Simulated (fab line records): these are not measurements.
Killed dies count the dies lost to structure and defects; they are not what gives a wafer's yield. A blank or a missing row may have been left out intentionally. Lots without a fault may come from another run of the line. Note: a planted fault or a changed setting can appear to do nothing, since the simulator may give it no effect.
A struck lot beside a sound one    flow rit cmos    26 steps out of a route of 202
Sound: wafers L131.1, L131.2, L131.5. Struck: wafer L133.2 (L133.3, L133.5, from the same lot, were not struck and are left out); the cause is given at the end.
For every step that has rows: the tool of each side, followed by ch and its chambers, followed by its first start. Under that, the readings that differ: sound wafers    struck wafers    difference of the means    sigmas: that difference in standard deviations of wafers without a fault.
alike: same words and numbers on both sides, and readings whose means sit less than 2 such deviations apart. not compared: any withheld reading, any reading some wafer has no value for, any bound like >300 that may hide the same value, and any number with overlapping values for which the record gives no deviation.
A row with sigmas, a row that says differs or no value, or rows on one side alone: a step with any of these is where the two part. Non-overlapping numbers with no deviation appear without sigmas and do not part them. A reading missing from all wafers of one side parts the sides only when that side holds two or more wafers.

first, 4 steps without rows for these wafers: RIT_CONTACT_SOFTBAKE_04 (time 60 s); RIT_CONTACT_EXPOSE_05 (exposes mask M11, target cd 1000 nm); RIT_CONTACT_PEB_06; RIT_CONTACT_DEVELOP_07 (develop time 120 s).
RIT_CONTACT_CD_MEAS_08: target cd 1000 nm.
  sound on cd sem-02, day 4 10:41; struck on cd sem-02, day 4 16:45
  alike: cd nm
RIT_CONTACT_OVL_MEAS_09:
  sound on overlay-01, day 4 10:49; struck on overlay-02, day 4 16:51
  alike: CONTACT_OVL
then, 1 step without rows for these wafers: RIT_CONTACT_HARDBAKE_10 (time 60 s).
RIT_CONTACT_ETCH_11: etches SiO2 in CHF3/CF4/Ar, stops on TiSi2, target depth 480 nm, time 320 s.
  sound on rie diel-04 ch 0,2,3, day 4 11:08; struck on rie diel-04 ch 0, day 4 17:02
  alike: drypump motor current A, oes product au, throttle valve pct
  not compared: rf hours counter h
RIT_CONTACT_STRIP_12: strips in O2, time 180 s.
  sound on plasma asher-03 ch 0,1, day 4 11:19; struck on plasma asher-03 ch 0, day 4 17:14
  alike: drypump motor current A
  not compared: rf hours counter h
RIT_CONTACT_CD_MEAS_90: target cd 1000 nm.
  sound on cd sem-02, day 4 11:30; struck on cd sem-02, day 4 17:25
  alike: cd nm
then, 2 steps without rows for these wafers: RIT_CONTACT_CLEAN_13 (cleans in SC1, time 600 s); RIT_CONTACT_CLEAN_14 (cleans in SC2, time 600 s).
RIT_M1_SPUTTER_00: material Al, target thk 400 nm, time 500 s.
  sound on pvd sputter-03, day 4 11:58; struck on pvd sputter-03, day 4 17:52
reading                                sound              struck  difference  sigmas
model.Al_of_M1_SPUTTER_00.thk nm (nm)  404.1 404.9 400.8  725.2   +321.9      
  alike: chamber pressure pa, throttle valve pct
RIT_M1_RS_MEAS_01: measures by four-point-probe.
  sound on film metro-02, day 4 12:16; struck on film metro-03, day 4 18:28
reading            sound                 struck  difference  sigmas
M1_AL_RS (ohm/sq)  0.0726 0.0726 0.0732  0.0402  -0.0326     -39
  not compared: hold
RIT_M1_THK_MEAS_02: measures by xrf.
  sound on film metro-02, day 4 12:23; struck on film metro-03, day 4 23:39
reading         sound        struck  difference  sigmas
M1_AL_THK (nm)  400 403 397  714     +314        +62
  not compared: hold
then, 5 steps without rows for these wafers: RIT_M1_COAT_04 (resist thk 1300 nm); RIT_M1_SOFTBAKE_05 (time 60 s); RIT_M1_EXPOSE_06 (exposes mask M12, target cd 2600 nm); RIT_M1_PEB_07; RIT_M1_DEVELOP_08 (develop time 68 s).
RIT_M1_CD_MEAS_09: target cd 2600 nm.
  sound on cd sem-01, day 4 13:32; struck on cd sem-02, day 5 03:15
  alike: cd nm
RIT_M1_OVL_MEAS_10:
  sound on overlay-01, day 4 13:40; struck on overlay-02, day 5 03:21
  alike: M1_OVL
then, 1 step without rows for these wafers: RIT_M1_HARDBAKE_11 (time 120 s).
RIT_M1_METAL_ETCH_12: etches Al in Cl2/BCl3, stops on SiO2, time 165 s, target depth 600 nm.
  sound on rie metal-01 ch 0,1, day 4 13:56; struck on rie metal-03 ch 1, day 5 03:38
reading                 sound              struck  difference  sigmas
oes product au (a.u.)   0.778 0.770 0.773  1.011   +0.237      +16
throttle valve pct (%)  8.25 8.37 8.37     8.01    -0.32       -3
  alike: drypump motor current A
  not compared: rf hours counter h
then, 1 step without rows for these wafers: RIT_M1_STRIP_13 (strips in nmp, time 600 s).
RIT_M1_PROBE_99:
  sound on prober-02, day 4 16:11; struck on prober-02, day 5 10:38
reading                   sound           struck                    difference                    sigmas
hold                      - - -           await dispo/4.4h/release  no value on the sound wafers  
defect limited yield (%)  96.6 97.0 94.3  0                         -96                           -87
killed_at_M0_to_M3        0 0 0           257                       +257                          +99 or more
killed dies               9 8 15          264                       +253                          +84
killed on rim             2 2 5           70                        +67                           +45
sort_bin_5_function (%)   0.8 1.5 4.5     98.9                      +96.6                         +99 or more
sort n pass               255 256 249     0                         -253                          -84
sort yield pct (%)        96.6 97.0 94.3  0                         -96                           -87
  alike: killed at front end, killed open, killed short, sort_bin_3_pad_short, sort_bin_6_memory

== WHERE THEY PART ==
Earliest at RIT_M1_RS_MEAS_01; latest, in this record, at RIT_M1_PROBE_99.

WHY: what the simulator had put in
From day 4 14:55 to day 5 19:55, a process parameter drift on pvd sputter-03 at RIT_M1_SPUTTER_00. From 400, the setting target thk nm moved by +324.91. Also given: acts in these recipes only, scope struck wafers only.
